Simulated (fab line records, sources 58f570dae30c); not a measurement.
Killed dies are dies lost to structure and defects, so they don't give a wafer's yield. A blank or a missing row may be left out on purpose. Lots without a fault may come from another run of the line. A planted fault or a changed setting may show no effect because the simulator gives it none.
Which tool did it? | flow berkeley_cmos170 | 7 lots, 21 wafers sampled, at 1 step of a route of 331

WHAT THE GAUGES READ, wafer by wafer
UCB170_M1_CD_MEAS_09: target cd 700 nm.
lot  | measured     | on        | cd_nm (nm)
L828 | day 7 04:28  | cd_sem-01 | 701.2 700.6 699.7
L829 | day 7 16:44  | cd_sem-02 | 701.0 700.3 700.7
L831 | day 8 04:35  | cd_sem-01 | 701.9 701.6 702.0
L834 | day 9 04:01  | cd_sem-02 | 699.2 697.8 698.4
L838 | day 9 15:53  | cd_sem-01 | 701.3 702.1 699.9
L844 | day 10 20:35 | cd_sem-02 | 699.1 698.5 698.7
L847 | day 11 19:23 | cd_sem-01 | 698.5 698.5 698.6

WHICH TOOL RAN EACH LOT (tool, then ch and the chambers of the sampled wafers, then the start)
The record holds no process step before these readings.

THE ANSWER, worked out from the rows above alone
Rule: what is usual is taken from the lots themselves. Put in order of their means at a reading, lots are off if they are a third of the lots or fewer, leave a main group of 4 or more, and stand apart from it by a gap of 3 or more times the standard deviation of the main group's means; of several such gaps the widest counts. A main group whose means are all the same, to the digits that the tables above print for the reading, isn't used. A lot without any number at a reading at which 4 lots or more have one is off too. The other lots that the step has rows for count as sound.
No lot is off at any reading shown: from this, nothing can be told.

WHAT THE SIMULATOR HAD PUT IN
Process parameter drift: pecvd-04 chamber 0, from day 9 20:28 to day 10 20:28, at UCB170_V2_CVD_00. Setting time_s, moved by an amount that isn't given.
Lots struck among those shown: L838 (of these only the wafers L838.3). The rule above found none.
